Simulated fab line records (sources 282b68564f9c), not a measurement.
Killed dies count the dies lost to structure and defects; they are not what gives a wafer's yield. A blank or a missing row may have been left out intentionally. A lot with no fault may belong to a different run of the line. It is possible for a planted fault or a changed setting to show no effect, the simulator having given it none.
Which tool did it? ; flow rit-cmos ; Sampling: 13 lots, 39 wafers, 2 of 202 route steps

WHAT THE GAUGES SHOWED, per wafer
Not one reading of a measure or inspect step in the record can be checked against a usual standard deviation.

WHAT TOOL EACH LOT RAN ON (gives the tool, then ch and the chambers of the sampled wafers, and finally the start)
lot;RIT_PRETRO_EXPOSE_03;RIT_M1_PROBE_99
L670;iline-stepper-01 ch 0, day 2 06:41;-
L671;iline-stepper-02 ch 0, day 2 11:04;-
L673;iline-stepper-02 ch 0, day 2 21:37;-
L675;iline-stepper-01 ch 0, day 3 08:04;-
L676;iline-stepper-01 ch 0, day 3 12:24;prober-02, day 4 15:04
L677;iline-stepper-02 ch 0, day 3 17:44;-
L678;iline-stepper-01 ch 0, day 3 22:05;prober-02, day 5 02:44
L679;iline-stepper-02 ch 0, day 4 04:29;prober-01, day 5 07:49
L682;iline-stepper-01 ch 0, day 4 18:16;-
L685;iline-stepper-01 ch 0, day 5 09:23;prober-01, day 6 12:12
L689;iline-stepper-02 ch 0, day 6 05:28;-
L692;iline-stepper-01 ch 0, day 6 20:50;prober-02, day 8 02:02
L693;iline-stepper-01 ch 0, day 7 01:20;prober-01, day 8 04:46
- RIT_PRETRO_EXPOSE_03: exposes mask M5, target cd 43700 nm.
- RIT_M1_PROBE_99

AS READ BY THE TOOLS THEMSELVES (means over the sampled wafers that have a number; for cases with no such wafer, the mark the record gives instead)
RIT_M1_PROBE_99. Usual: killed_at_M0_to_M3 0.0, standard deviation 0.12; killed-at-contacts 0.1, standard deviation 0.35; killed-at-front-end 6.6, standard deviation 2.7; killed-dies 6.7, standard deviation 2.8; killed-open 3.4, standard deviation 2.1; killed-short 3.3, standard deviation 1.8.
lot;tool;killed_at_M0_to_M3;killed-at-contacts;killed-at-front-end;killed-dies;killed-open;killed-short;flag
L676;prober-02;0.0;0.3;9.0;9.3;4.7;4.7;
L678;prober-02;0.0;0.0;6.0;6.0;2.7;3.3;
L679;prober-01;0.0;0.3;8.3;8.7;6.3;2.3;
L685;prober-01;0.0;0.0;9.0;9.0;4.3;4.7;
L692;prober-02;0.0;0.0;5.7;5.7;4.0;1.7;
L693;prober-01;0.0;0.0;9.0;9.0;5.0;4.0;

THE ANSWER, worked out from the rows above alone
Rule: take the mean of a lot's wafers that have a number; if it is more than 3 standard deviations from the usual mean, the lot is off. A lot without any number at a reading at which 4 lots or more have one is off too. All remaining lots with rows at the step are treated as sound. After the gauges, taken in route order, come the tools' own readings; for these a lot's mean is taken, as printed above. At the first step where some lot is off, the reading lying furthest off is the one used; lots without a number count as furthest.
None of the lots is off at any reading shown; this tells nothing.

WHAT THE SIMULATOR HAD INSERTED
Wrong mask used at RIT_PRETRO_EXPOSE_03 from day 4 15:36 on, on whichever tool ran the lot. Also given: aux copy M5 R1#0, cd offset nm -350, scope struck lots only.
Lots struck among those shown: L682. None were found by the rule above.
